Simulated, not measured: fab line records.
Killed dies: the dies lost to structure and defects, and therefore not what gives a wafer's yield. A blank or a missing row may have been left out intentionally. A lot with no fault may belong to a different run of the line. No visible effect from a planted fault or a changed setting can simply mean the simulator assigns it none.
Struck lot and sound lot, side by side + flow rit cmos + 43 steps out of a route of 202
Sound: wafers L332.3, L332.4, L332.6. Wafers L352.4, L352.5, L352.6 were the ones struck. The cause is named last.
At each step with rows: each side's tool, then ch and its chambers, then its first start. Under that, the readings that differ: sound wafers + struck wafers + difference of the means + sigmas: that difference in standard deviations of wafers without a fault.
alike: a reading whose means differ by less than 2 such deviations, as well as words and numbers matching on both sides. not compared: withheld readings; readings where some wafer has no value; bounds like >300 that might hide an equal value; numbers whose values overlap and for which the record gives no deviation.
Wherever a step has rows on one side only, a row that says differs or no value, or a row with sigmas, the two part there. Numbers that don't overlap but have no deviation are shown without sigmas and don't part them. A reading missing from all wafers of one side parts the sides only when that side holds two or more wafers.

first, 2 steps without rows for these wafers: RIT_NLDD_HARDBAKE_07 (time 60 s); RIT_NLDD_IMPLANT_08.
RIT_NLDD_STRIP_09: strips in O2, time 180 s.
  sound on plasma asher-04 ch 0,1, day 2 17:21; struck on plasma asher-02 ch 0,1, day 7 01:11
  alike: drypump motor current A, o2 flow sccm
  not compared: rf hours counter h
RIT_NLDD_TW_MEAS_10:
  sound: film metro-02 at day 2 17:29; struck: film metro-04 at day 7 01:19
  alike: NLDD_TW
then, 6 steps without rows for these wafers: RIT_PLDD_HMDS_00 (prime time 60 s); RIT_PLDD_COAT_01 (resist thk 1000 nm); RIT_PLDD_SOFTBAKE_02 (time 60 s); RIT_PLDD_EXPOSE_03 (exposes mask M8, target cd 40900 nm); RIT_PLDD_PEB_04; RIT_PLDD_DEVELOP_05 (develop time 50 s).
RIT_PLDD_OVL_MEAS_06:
  sound: overlay-01 at day 2 18:35; struck: overlay-01 at day 7 02:33
  alike: PLDD_OVL
then, 1 step without rows for these wafers: RIT_PLDD_HARDBAKE_07 (time 60 s).
RIT_PLDD_IMPLANT_08:
  sound on implanter-03 ch 0, day 2 18:49; struck on implanter-03 ch 0, day 7 02:47
| reading                          | sound                    | struck                           | difference  | sigmas      |
|----------------------------------|--------------------------|----------------------------------|-------------|-------------|
| dose ions cm2                    | 8.997e+14 8.99e+14 9e+14 | 1.4408e+15 1.4401e+15 1.4399e+15 | +5.4070e+14 | +99 or more |
| end station pressure torr (Torr) | 7e-06 7.4e-06 7.6e-06    | 8.5e-06 8.5e-06 7.6e-06          | +8.7e-07    | +2          |
| faraday current uA               | 2867 2828 2840           | 4470 4576 4471                   | +1661       | +30         |
RIT_PLDD_STRIP_09: strips in O2, time 180 s.
  sound on plasma asher-01 ch 0,1, day 2 18:58; struck on plasma asher-02 ch 0,1, day 7 02:55
  alike: drypump motor current A, o2 flow sccm
  not compared: rf hours counter h
RIT_PLDD_TW_MEAS_10:
  sound: film metro-04 at day 2 19:07; struck: film metro-02 at day 7 03:18
| reading | sound          | struck         | difference | sigmas |
|---------|----------------|----------------|------------|--------|
| PLDD_TW | 2401 2409 2424 | 2654 2648 2665 | +244       | +15    |
  not compared: hold
then, 3 steps without rows for these wafers: RIT_SPACER_CLEAN_01 (cleans in dHF, time 30 s); RIT_SPACER_CLEAN_02 (cleans in SC2, time 600 s); RIT_SPACER_CVD_03 (deposits Si3N4 from SiH2Cl2/NH3, target thk 250 nm, time 3300 s).
RIT_SPACER_THK_MEAS_04:
  sound: film metro-01 at day 2 21:38; struck: film metro-04 at day 7 11:01
  alike: SPACER_NITRIDE_THK
RIT_SPACER_ETCHBACK_05: etches Si3N4 in SF6/CHF3, stops on SiO2, target depth 250 nm, time 240 s.
  sound on rie diel-01 ch 0,1,3, day 2 21:41; struck on rie diel-01 ch 0,1,2, day 7 11:02
  alike: drypump motor current A, oes product au, rf fwd power W, throttle valve pct
  not compared: rf hours counter h
then, 2 steps without rows for these wafers: RIT_NSD_HMDS_00 (prime time 60 s); RIT_NSD_COAT_01 (resist thk 1000 nm).
RIT_NSD_SOFTBAKE_02: time 61.69 s.
  sound on litho track-01 ch 0, day 2 22:11; struck on litho track-04 ch 0, day 7 12:02
  alike: plate sensor t centre C, plate sensor t edge C
then, 3 steps without rows for these wafers: RIT_NSD_EXPOSE_03 (exposes mask M9, target cd 40700 nm); RIT_NSD_PEB_04; RIT_NSD_DEVELOP_05 (develop time 50 s).
RIT_NSD_OVL_MEAS_06:
  sound: overlay-01 at day 2 22:49; struck: overlay-02 at day 7 12:36
  alike: NSD_OVL
then, 3 steps without rows for these wafers: RIT_NSD_HARDBAKE_07 (time 60 s); RIT_NSD_IMPLANT_08; RIT_NSD_STRIP_09 (strips in O2, time 180 s).
RIT_NSD_TW_MEAS_10:
  sound: film metro-03 at day 2 23:20; struck: film metro-02 at day 7 13:08
| reading | sound          | struck         | difference | sigmas |
|---------|----------------|----------------|------------|--------|
| NSD_TW  | 3131 3128 3129 | 3169 3163 3184 | +43        | +2     |
then, 6 steps without rows for these wafers: RIT_PSD_HMDS_00 (prime time 60 s); RIT_PSD_COAT_01 (resist thk 1000 nm); RIT_PSD_SOFTBAKE_02 (time 60 s); RIT_PSD_EXPOSE_03 (exposes mask M10, target cd 40900 nm); RIT_PSD_PEB_04; RIT_PSD_DEVELOP_05 (develop time 50 s).
RIT_PSD_OVL_MEAS_06:
  sound: overlay-02 at day 3 00:14; struck: overlay-02 at day 7 14:28
  alike: PSD_OVL
then, 2 steps without rows for these wafers: RIT_PSD_HARDBAKE_07 (time 60 s); RIT_PSD_IMPLANT_08.
RIT_PSD_STRIP_09: strips in O2, time 180 s.
  sound on plasma asher-01 ch 0,1, day 3 00:37; struck on plasma asher-03 ch 0,1, day 7 14:55
  alike: drypump motor current A, o2 flow sccm
  not compared: rf hours counter h
RIT_SDANNEAL_RS_MEAS_06: measurement is done with a four-point probe.
  sound: film metro-04 at day 3 01:59; struck: film metro-04 at day 7 17:20
| reading          | sound             | struck            | difference | sigmas |
|------------------|-------------------|-------------------|------------|--------|
| PLDD_RS (ohm/sq) | 178.3 178.0 179.0 | 156.9 156.4 156.6 | -21.8      | -44    |
  not compared: hold
RIT_M1_PROBE_99:
  sound: prober-01 at day 3 10:33; struck: prober-02 at day 8 03:53
  alike: killed_at_M0_to_M3, killed at contacts, killed at front end, killed dies, killed on rim, killed open, killed short

## WHERE THEY PART
Last at RIT_SDANNEAL_RS_MEAS_06 as far as this record goes, first at RIT_PLDD_IMPLANT_08. Later steps at which nothing parts them and some readings are alike: RIT_M1_PROBE_99.

WHY: what had been put in by the simulator
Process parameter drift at RIT_PLDD_IMPLANT_08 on implanter-03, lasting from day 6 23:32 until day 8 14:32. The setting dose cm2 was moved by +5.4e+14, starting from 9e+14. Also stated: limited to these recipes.
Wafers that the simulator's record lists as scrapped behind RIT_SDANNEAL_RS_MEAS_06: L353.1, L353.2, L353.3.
